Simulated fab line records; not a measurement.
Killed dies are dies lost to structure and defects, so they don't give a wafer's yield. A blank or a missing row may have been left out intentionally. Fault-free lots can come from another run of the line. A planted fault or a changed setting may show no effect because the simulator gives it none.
The tool behind it: which one? || flow berkeley-cmos170 || Sampling: 15 lots, 45 wafers, 5 of 331 route steps

## WHAT THE GAUGES READ, wafer by wafer
UCB170_PFIELD_TW_MEAS_09.
{"lot": "L237", "measured": "day 4 17:22", "on": "film-metro-01", "PFIELD_TW": "592 591 590"}
{"lot": "L238", "measured": "day 4 17:30", "on": "film-metro-03", "PFIELD_TW": "605 604 602"}
{"lot": "L239", "measured": "day 4 21:38", "on": "film-metro-03", "PFIELD_TW": "604 606 601"}
{"lot": "L242", "measured": "day 5 01:16", "on": "film-metro-03", "PFIELD_TW": "601 599 601"}
{"lot": "L246", "measured": "day 6 09:26", "on": "film-metro-03", "PFIELD_TW": "656 656 656"}
{"lot": "L247", "measured": "day 6 17:46", "on": "film-metro-04", "PFIELD_TW": "649 649 647"}
{"lot": "L250", "measured": "day 7 03:18", "on": "film-metro-04", "PFIELD_TW": "597 599 599"}
{"lot": "L249", "measured": "day 7 03:27", "on": "film-metro-03", "PFIELD_TW": "652 653 653"}
{"lot": "L251", "measured": "day 7 08:12", "on": "film-metro-04", "PFIELD_TW": "600 594 599"}
{"lot": "L253", "measured": "day 7 15:46", "on": "film-metro-03", "PFIELD_TW": "601 600 600"}
{"lot": "L252", "measured": "day 7 15:53", "on": "film-metro-01", "PFIELD_TW": "594 592 590"}
{"lot": "L255", "measured": "day 8 03:39", "on": "film-metro-04", "PFIELD_TW": "592 595 596"}
{"lot": "L257", "measured": "day 8 18:14", "on": "film-metro-01", "PFIELD_TW": "594 595 593"}
{"lot": "L258", "measured": "day 9 00:37", "on": "film-metro-01", "PFIELD_TW": "592 596 596"}
{"lot": "L259", "measured": "day 9 02:48", "on": "film-metro-01", "PFIELD_TW": "590 594 595"}

UCB170_NVT_TW_MEAS_09.
{"lot": "L237", "measured": "day 5 23:41", "on": "film-metro-03", "NVT_TW": "526 524 524"}
{"lot": "L238", "measured": "day 5 23:56", "on": "film-metro-04", "NVT_TW": "521 517 518"}
{"lot": "L239", "measured": "day 6 04:43", "on": "film-metro-04", "NVT_TW": "522 521 520"}
{"lot": "L242", "measured": "day 6 04:28", "on": "film-metro-01", "NVT_TW": "515 514 514"}
{"lot": "L246", "measured": "day 7 14:43", "on": "film-metro-03", "NVT_TW": "523 524 523"}
{"lot": "L247", "measured": "day 7 22:30", "on": "film-metro-03", "NVT_TW": "525 522 521"}
{"lot": "L250", "measured": "day 8 12:41", "on": "film-metro-01", "NVT_TW": "514 519 515"}
{"lot": "L249", "measured": "day 8 12:37", "on": "film-metro-04", "NVT_TW": "521 517 522"}
{"lot": "L251", "measured": "day 8 15:24", "on": "film-metro-04", "NVT_TW": "518 522 516"}
{"lot": "L253", "measured": "day 8 22:16", "on": "film-metro-01", "NVT_TW": "518 518 518"}
{"lot": "L252", "measured": "day 8 22:01", "on": "film-metro-03", "NVT_TW": "526 531 532"}
{"lot": "L255", "measured": "day 9 11:06", "on": "film-metro-01", "NVT_TW": "519 520 520"}
{"lot": "L257", "measured": "day 10 01:09", "on": "film-metro-03", "NVT_TW": "529 523 524"}
{"lot": "L258", "measured": "day 10 05:32", "on": "film-metro-03", "NVT_TW": "526 523 523"}
{"lot": "L259", "measured": "day 10 06:05", "on": "film-metro-04", "NVT_TW": "518 519 518"}

UCB170_NLDD_OVL_MEAS_07.
{"lot": "L237", "measured": "day 6 17:13", "on": "overlay-01", "NLDD_OVL (nm)": "6 9 3"}
{"lot": "L238", "measured": "day 6 16:58", "on": "overlay-01", "NLDD_OVL (nm)": "-4 11 3"}
{"lot": "L239", "measured": "day 7 00:13", "on": "overlay-02", "NLDD_OVL (nm)": "12 18 15"}
{"lot": "L242", "measured": "day 6 23:57", "on": "overlay-02", "NLDD_OVL (nm)": "11 14 15"}
{"lot": "L246", "measured": "day 8 10:06", "on": "overlay-02", "NLDD_OVL (nm)": "3 7 4"}
{"lot": "L247", "measured": "day 8 17:49", "on": "overlay-01", "NLDD_OVL (nm)": "7 -5 4"}
{"lot": "L250", "measured": "day 9 10:15", "on": "overlay-02", "NLDD_OVL (nm)": "7 7 8"}
{"lot": "L249", "measured": "day 9 07:34", "on": "overlay-02", "NLDD_OVL (nm)": "16 8 15"}
{"lot": "L251", "measured": "day 9 10:32", "on": "overlay-01", "NLDD_OVL (nm)": "11 10 10"}
{"lot": "L253", "measured": "day 9 17:25", "on": "overlay-02", "NLDD_OVL (nm)": "3 6 0"}
{"lot": "L252", "measured": "day 9 16:47", "on": "overlay-01", "NLDD_OVL (nm)": "1 2 -4"}
{"lot": "L255", "measured": "day 10 03:08", "on": "overlay-02", "NLDD_OVL (nm)": "11 9 7"}
{"lot": "L257", "measured": "day 10 17:24", "on": "overlay-02", "NLDD_OVL (nm)": "2 10 6"}
{"lot": "L258", "measured": "day 10 23:05", "on": "overlay-01", "NLDD_OVL (nm)": "-4 -1 2"}
{"lot": "L259", "measured": "day 10 22:47", "on": "overlay-01", "NLDD_OVL (nm)": "14 1 5"}

## EACH LOT AND THE TOOL THAT RAN IT (in order: tool; ch and the chambers of the sampled wafers; start)
{"lot": "L237", "UCB170_PFIELD_IMPLANT_07": "implanter-01 ch 0, day 4 17:07", "UCB170_GATE_STRIP_16": "plasma-asher-04 ch 0,1, day 6 13:40"}
{"lot": "L238", "UCB170_PFIELD_IMPLANT_07": "implanter-03 ch 0, day 4 17:17", "UCB170_GATE_STRIP_16": "plasma-asher-01 ch 0,1, day 6 13:28"}
{"lot": "L239", "UCB170_PFIELD_IMPLANT_07": "implanter-03 ch 0, day 4 21:23", "UCB170_GATE_STRIP_16": "plasma-asher-04 ch 0, day 6 20:06"}
{"lot": "L242", "UCB170_PFIELD_IMPLANT_07": "implanter-01 ch 0, day 5 01:02", "UCB170_GATE_STRIP_16": "plasma-asher-01 ch 0,1, day 6 20:06"}
{"lot": "L246", "UCB170_PFIELD_IMPLANT_07": "implanter-03 ch 0, day 6 09:11", "UCB170_GATE_STRIP_16": "plasma-asher-01 ch 0,1, day 8 06:35"}
{"lot": "L247", "UCB170_PFIELD_IMPLANT_07": "implanter-03 ch 0, day 6 17:31", "UCB170_GATE_STRIP_16": "plasma-asher-04 ch 0, day 8 14:36"}
{"lot": "L250", "UCB170_PFIELD_IMPLANT_07": "implanter-01 ch 0, day 7 03:03", "UCB170_GATE_STRIP_16": "plasma-asher-04 ch 0,1, day 9 04:42"}
{"lot": "L249", "UCB170_PFIELD_IMPLANT_07": "implanter-03 ch 0, day 7 03:14", "UCB170_GATE_STRIP_16": "plasma-asher-04 ch 0,1, day 9 04:28"}
{"lot": "L251", "UCB170_PFIELD_IMPLANT_07": "implanter-04 ch 0, day 7 07:59", "UCB170_GATE_STRIP_16": "plasma-asher-04 ch 0,1, day 9 04:50"}
{"lot": "L253", "UCB170_PFIELD_IMPLANT_07": "implanter-04 ch 0, day 7 15:32", "UCB170_GATE_STRIP_16": "plasma-asher-04 ch 0,1, day 9 13:04"}
{"lot": "L252", "UCB170_PFIELD_IMPLANT_07": "implanter-01 ch 0, day 7 15:38", "UCB170_GATE_STRIP_16": "plasma-asher-04 ch 0,1, day 9 12:52"}
{"lot": "L255", "UCB170_PFIELD_IMPLANT_07": "implanter-01 ch 0, day 8 03:24", "UCB170_GATE_STRIP_16": "plasma-asher-04 ch 0,1, day 9 23:05"}
{"lot": "L257", "UCB170_PFIELD_IMPLANT_07": "implanter-01 ch 0, day 8 18:00", "UCB170_GATE_STRIP_16": "plasma-asher-01 ch 0, day 10 13:55"}
{"lot": "L258", "UCB170_PFIELD_IMPLANT_07": "implanter-01 ch 0, day 9 00:24", "UCB170_GATE_STRIP_16": "plasma-asher-02 ch 0,1, day 10 19:19"}
{"lot": "L259", "UCB170_PFIELD_IMPLANT_07": "implanter-04 ch 0, day 9 02:33", "UCB170_GATE_STRIP_16": "plasma-asher-04 ch 0,1, day 10 19:01"}
- UCB170_PFIELD_IMPLANT_07
- UCB170_GATE_STRIP_16: strips in O2.

## AS READ BY THE TOOLS THEMSELVES (means over the sampled wafers that have a number; for cases with no such wafer, the mark the record gives instead)
UCB170_PFIELD_IMPLANT_07.
{"lot": "L237", "tool": "implanter-01", "dose-ions-cm2": 2.0002e+13, "faraday-current-uA": 62.9}
{"lot": "L238", "tool": "implanter-03", "dose-ions-cm2": 1.9970e+13, "faraday-current-uA": 63.6}
{"lot": "L239", "tool": "implanter-03", "dose-ions-cm2": 2.0008e+13, "faraday-current-uA": 64.7}
{"lot": "L242", "tool": "implanter-01", "dose-ions-cm2": 1.9999e+13, "faraday-current-uA": 63.9}
{"lot": "L246", "tool": "implanter-03", "dose-ions-cm2": 2.6021e+13, "faraday-current-uA": 80.3}
{"lot": "L247", "tool": "implanter-03", "dose-ions-cm2": 2.5991e+13, "faraday-current-uA": 82.0}
{"lot": "L250", "tool": "implanter-01", "dose-ions-cm2": 2.0002e+13, "faraday-current-uA": 63.9}
{"lot": "L249", "tool": "implanter-03", "dose-ions-cm2": 2.6007e+13, "faraday-current-uA": 83.4}
{"lot": "L251", "tool": "implanter-04", "dose-ions-cm2": 2.0024e+13, "faraday-current-uA": 63.3}
{"lot": "L253", "tool": "implanter-04", "dose-ions-cm2": 1.9987e+13, "faraday-current-uA": 63.8}
{"lot": "L252", "tool": "implanter-01", "dose-ions-cm2": 2.0009e+13, "faraday-current-uA": 65.4}
{"lot": "L255", "tool": "implanter-01", "dose-ions-cm2": 1.9966e+13, "faraday-current-uA": 62.9}
{"lot": "L257", "tool": "implanter-01", "dose-ions-cm2": 1.9994e+13, "faraday-current-uA": 63.7}
{"lot": "L258", "tool": "implanter-01", "dose-ions-cm2": 1.9996e+13, "faraday-current-uA": 64.6}
{"lot": "L259", "tool": "implanter-04", "dose-ions-cm2": 1.9994e+13, "faraday-current-uA": 64.8}

UCB170_GATE_STRIP_16.
{"lot": "L237", "tool": "plasma-asher-04", "drypump-motor-current-A (A)": 6.0, "oes-product-au (a.u.)": 0.722}
{"lot": "L238", "tool": "plasma-asher-01", "drypump-motor-current-A (A)": 5.6, "oes-product-au (a.u.)": 0.724}
{"lot": "L239", "tool": "plasma-asher-04", "drypump-motor-current-A (A)": 6.2, "oes-product-au (a.u.)": 0.726}
{"lot": "L242", "tool": "plasma-asher-01", "drypump-motor-current-A (A)": 5.3, "oes-product-au (a.u.)": 0.721}
{"lot": "L246", "tool": "plasma-asher-01", "drypump-motor-current-A (A)": 5.6, "oes-product-au (a.u.)": 0.725}
{"lot": "L247", "tool": "plasma-asher-04", "drypump-motor-current-A (A)": 6.2, "oes-product-au (a.u.)": 0.723}
{"lot": "L250", "tool": "plasma-asher-04", "drypump-motor-current-A (A)": 5.7, "oes-product-au (a.u.)": 0.723}
{"lot": "L249", "tool": "plasma-asher-04", "drypump-motor-current-A (A)": 6.0, "oes-product-au (a.u.)": 0.723}
{"lot": "L251", "tool": "plasma-asher-04", "drypump-motor-current-A (A)": 6.0, "oes-product-au (a.u.)": 0.720}
{"lot": "L253", "tool": "plasma-asher-04", "drypump-motor-current-A (A)": 6.0, "oes-product-au (a.u.)": 0.724}
{"lot": "L252", "tool": "plasma-asher-04", "drypump-motor-current-A (A)": 5.7, "oes-product-au (a.u.)": 0.724}
{"lot": "L255", "tool": "plasma-asher-04", "drypump-motor-current-A (A)": 5.7, "oes-product-au (a.u.)": 0.730}
{"lot": "L257", "tool": "plasma-asher-01", "drypump-motor-current-A (A)": 5.0, "oes-product-au (a.u.)": 0.720}
{"lot": "L258", "tool": "plasma-asher-02", "drypump-motor-current-A (A)": 5.7, "oes-product-au (a.u.)": 0.725}
{"lot": "L259", "tool": "plasma-asher-04", "drypump-motor-current-A (A)": 5.7, "oes-product-au (a.u.)": 0.725}

## THE ANSWER, worked out from the rows above alone
Rule: what is usual is taken from the lots themselves. The widest of any qualifying gaps counts: lots, ordered by their means at a reading, are off when they make up no more than a third of the lots, leave a main group of 4 or more, and stand apart from it by 3 or more times the standard deviation of that group's means. If all means in a main group match to the digits the tables above print for the reading, that group is not used. Also off: a lot with no number at a reading for which 4 or more lots have one. All remaining lots with rows at the step are treated as sound. First the gauges in route order, then the tools' own readings, where a lot's mean is used as printed above. At the first step where some lot is off, the reading lying furthest off is the one used; lots without a number count as furthest.
Off: at UCB170_PFIELD_TW_MEAS_09 (PFIELD_TW), L246, L247, L249. For the main group the mean is 597 and the standard deviation 4.2.
A tool fits if, at a process step before that reading, it ran every lot that is off, and no sound lot after the first of them. The gauges at UCB170_PFIELD_TW_MEAS_09 aren't tried: what is off there is off at UCB170_PFIELD_IMPLANT_07 too, on other tools, and a gauge's error can't cause that. One fits: implanter-03 at UCB170_PFIELD_IMPLANT_07. Its last sound lot is L239 (day 4 21:23), its first lot that is off L246 (day 6 09:11): a fault that began between those two fits.
The tool's own readings at UCB170_PFIELD_IMPLANT_07 bear it out: on the lots that are off they differ by more than 5 times the standard deviation of the sound lots' means. dose-ions-cm2 reads 2.6006e+13 there against 1.9996e+13 on the sound lots; faraday-current-uA reads 81.9 there against 64.0 on the sound lots.

## WHAT THE SIMULATOR PUT IN
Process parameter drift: implanter-03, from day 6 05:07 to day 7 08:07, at UCB170_PFIELD_IMPLANT_07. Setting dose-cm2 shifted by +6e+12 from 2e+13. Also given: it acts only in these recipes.
Shown lots that were struck: L246, L247, L249. The rule given above showed the same thing.
